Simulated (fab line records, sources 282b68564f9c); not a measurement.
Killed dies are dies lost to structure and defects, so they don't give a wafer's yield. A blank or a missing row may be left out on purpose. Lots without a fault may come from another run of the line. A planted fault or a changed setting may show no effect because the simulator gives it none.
Problem report in the 8D (eight disciplines) form, filled by code | flow rit_cmos | the parts of the form that need people (team, actions taken, sign-off) are left out

1. THE PROBLEM
GATE_POLY_THK at RIT_GATE_THK_MEAS_09 reads a mean of 270.6 nm on 6 wafers of 2 lots; wafers without a fault read 248.8 nm with a standard deviation of 2.8. That is +7.8 standard deviations from the usual mean.
First seen on wafer L520.2, day 6 11:25, on film_metro-03. The record holds 42 wafers of 14 lots with a number at this step. Rule for "out", or "out of limits": more than 4 standard deviations from the usual mean. The other wafers with a number count as sound.

2. WHAT IT IS AND WHAT IT IS NOT
question                    | is                           | is not
which readings at this step | GATE_POLY_THK                | -
which lots                  | L520, L522                   | L501, L502, L505, L507, L508, L509, L510, L511, L512, L513, L518, L524
which wafers of those lots  | all that have a number       | -
read on which gauges        | film_metro-03, film_metro-04 | film_metro-02
when                        | from day 6 11:25             | up to then (33 sound wafers); but 3 sound wafers of L524 came after

3. SUSPECTS, AND WHAT RULES EACH OUT
Counting: a tool at a process step up to the reading stays a suspect if it ran every lot that is out and no sound lot after the first of them.
- the gauge at RIT_GATE_THK_MEAS_09: ruled out. The wafers that are out were read on 2 gauges (film_metro-03, film_metro-04).
- lpcvd-01 at RIT_GATE_CVD_08 (deposits poly-Si from SiH4, target thk 250 nm, time 2220 s): ruled out as a lasting fault. Sound lots L524 ran on it after its first lot that is out, L520 (day 6 09:47).
Left after counting: nothing in the record.

4. THE CAUSE (what the simulator had put in)
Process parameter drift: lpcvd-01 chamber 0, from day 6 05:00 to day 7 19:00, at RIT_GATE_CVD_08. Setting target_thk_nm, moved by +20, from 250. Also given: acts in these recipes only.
Counting ruled it out, wrongly: the rule takes a fault to strike every lot that its tool runs from its start on, and this one did not.

5. THE CHAIN OF EFFECTS, in route order
Each row: a reading whose mean over the struck wafers that have a number lies more than 3 standard deviations from the usual. Only readings for which the record gives a usual standard deviation are gone through. hours: the time from each lot's start at the first step in this table that gives one to its start at this step, as a median over the lots. sigmas: the change in usual standard deviations.
hours | step                 | reading        | usual      | on struck wafers | change | sigmas
0     | RIT_GATE_THK_MEAS_09 | GATE_POLY_THK  | 248.8 nm   | 270.6            | +21.8  | +7.8
1     | RIT_GATE_ETCH_19     | oes_product_au | 0.842 a.u. | 0.897            | +0.055 | +5.0
The process steps in it:
- RIT_GATE_ETCH_19: etches poly-Si in SF6/CHF3/O2, stops on SiO2, time 165 s, target depth 312.5 nm.

6. WHAT WOULD HAVE CAUGHT IT SOONER
In this record the first reading out of limits at a measuring or inspecting step was taken at day 6 11:25, 6 hours after the fault began at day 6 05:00.
